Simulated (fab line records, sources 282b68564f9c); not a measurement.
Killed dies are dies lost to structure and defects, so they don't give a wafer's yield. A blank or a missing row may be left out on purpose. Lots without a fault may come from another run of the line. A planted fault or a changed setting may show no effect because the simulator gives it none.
Which tool did it? | flow rit_cmos | 14 lots, 42 wafers sampled, at 3 steps of a route of 202

WHAT THE GAUGES READ, wafer by wafer
RIT_PLDD_TW_MEAS_10.
lot  | measured    | on            | PLDD_TW
L282 | day 3 02:28 | film_metro-02 | 2391 2380 2382
L283 | day 3 10:44 | film_metro-03 | 2373 2389 2388
L284 | day 3 11:05 | film_metro-01 | 2332 2337 2337
L285 | day 3 20:37 | film_metro-02 | 2380 2383 2380
L286 | day 4 04:22 | film_metro-03 | 2401 2396 2399
L287 | day 4 07:01 | film_metro-01 | 2337 2337 2345
L288 | day 4 07:13 | film_metro-03 | 2387 2385 2400
L289 | day 4 21:36 | film_metro-02 | 2338 2346 2358
L290 | day 4 23:29 | film_metro-01 | 2339 2333 2341
L293 | day 5 13:38 | film_metro-02 | 2350 2352 2353
L294 | day 5 13:53 | film_metro-01 | 2214 2206 2200
L296 | day 6 07:59 | film_metro-01 | 2342 2345 2331
L298 | day 6 10:23 | film_metro-02 | 2345 2358 2360
L300 | day 7 04:52 | film_metro-01 | 2206 2207 2206

RIT_SDANNEAL_RS_MEAS_06: measures by four-point-probe.
lot  | measured    | on            | PLDD_RS (ohm/sq)
L282 | day 3 08:40 | film_metro-01 | 179.3 179.7 179.1
L283 | day 3 18:02 | film_metro-01 | 179.0 179.0 178.3
L284 | day 3 17:19 | film_metro-02 | 178.3 178.6 178.3
L285 | day 4 05:19 | film_metro-01 | 179.0 179.1 179.1
L286 | day 4 11:45 | film_metro-03 | 178.4 178.6 178.4
L287 | day 4 14:28 | film_metro-03 | 178.4 178.3 178.1
L288 | day 4 14:43 | film_metro-02 | 178.7 178.8 178.8
L289 | day 5 06:16 | film_metro-02 | 179.4 179.3 179.3
L290 | day 5 09:04 | film_metro-02 | 178.6 178.1 178.4
L293 | day 5 22:52 | film_metro-02 | 178.6 178.7 178.1
L294 | day 5 23:22 | film_metro-01 | 191.7 191.3 191.8
L296 | day 6 17:09 | film_metro-03 | 178.8 178.3 178.6
L298 | day 6 23:23 | film_metro-02 | 179.5 179.2 179.0
L300 | day 7 12:25 | film_metro-03 | 191.3 191.1 191.3

WHICH TOOL RAN EACH LOT (tool, then ch and the chambers of the sampled wafers, then the start)
lot  | RIT_PLDD_IMPLANT_08
L282 | implanter-04 ch 0, day 3 02:09
L283 | implanter-03 ch 0, day 3 10:25
L284 | implanter-01 ch 0, day 3 10:47
L285 | implanter-04 ch 0, day 3 20:19
L286 | implanter-03 ch 0, day 4 04:04
L287 | implanter-03 ch 0, day 4 06:41
L288 | implanter-01 ch 0, day 4 06:56
L289 | implanter-04 ch 0, day 4 21:16
L290 | implanter-01 ch 0, day 4 23:10
L293 | implanter-04 ch 0, day 5 13:19
L294 | implanter-03 ch 0, day 5 13:35
L296 | implanter-04 ch 0, day 6 07:41
L298 | implanter-04 ch 0, day 6 10:04
L300 | implanter-03 ch 0, day 7 04:33
- RIT_PLDD_IMPLANT_08

WHAT THE TOOLS THEMSELVES READ (means of the sampled wafers that have a number; where no wafer has one, the mark that the record gives instead)
RIT_PLDD_IMPLANT_08.
lot  | tool         | beam_energy_keV
L282 | implanter-04 | 19.998
L283 | implanter-03 | 19.995
L284 | implanter-01 | 19.998
L285 | implanter-04 | 20.009
L286 | implanter-03 | 20.008
L287 | implanter-03 | 19.995
L288 | implanter-01 | 20.000
L289 | implanter-04 | 19.998
L290 | implanter-01 | 20.010
L293 | implanter-04 | 20.002
L294 | implanter-03 | 16.402
L296 | implanter-04 | 19.995
L298 | implanter-04 | 20.003
L300 | implanter-03 | 16.396

THE ANSWER, worked out from the rows above alone
Rule: what is usual is taken from the lots themselves. Put in order of their means at a reading, lots are off if they are a third of the lots or fewer, leave a main group of 4 or more, and stand apart from it by a gap of 3 or more times the standard deviation of the main group's means; of several such gaps the widest counts. A main group whose means are all the same, to the digits that the tables above print for the reading, isn't used. A lot without any number at a reading at which 4 lots or more have one is off too. The other lots that the step has rows for count as sound. The gauges are gone through in route order, then the tools' own readings, and for those a lot's mean is taken as printed above. The first step at which some lot is off is used, and at that step the reading that is off furthest; a lot without a number counts as furthest.
Off: L294, L300, at RIT_PLDD_TW_MEAS_10 (PLDD_TW). The main group: mean 2362, standard deviation 23.
A tool fits if, at a process step before that reading, it ran every lot that is off, and no sound lot after the first of them. The gauges at RIT_PLDD_TW_MEAS_10 aren't tried: what is off there is off at RIT_PLDD_IMPLANT_08 too, on other tools, and a gauge's error can't cause that. One fits: implanter-03 at RIT_PLDD_IMPLANT_08. Its last sound lot is L287 (day 4 06:41), its first lot that is off L294 (day 5 13:35): a fault that began between those two fits.
The tool's own readings at RIT_PLDD_IMPLANT_08 bear it out: on the lots that are off they differ by more than 5 times the standard deviation of the sound lots' means. beam_energy_keV reads 16.399 there against 20.001 on the sound lots.

WHAT THE SIMULATOR HAD PUT IN
Process parameter drift: implanter-03, from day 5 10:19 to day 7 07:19, at RIT_PLDD_IMPLANT_08. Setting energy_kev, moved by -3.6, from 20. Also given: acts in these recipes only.
Lots struck among those shown: L294, L300. The rule above found the same.
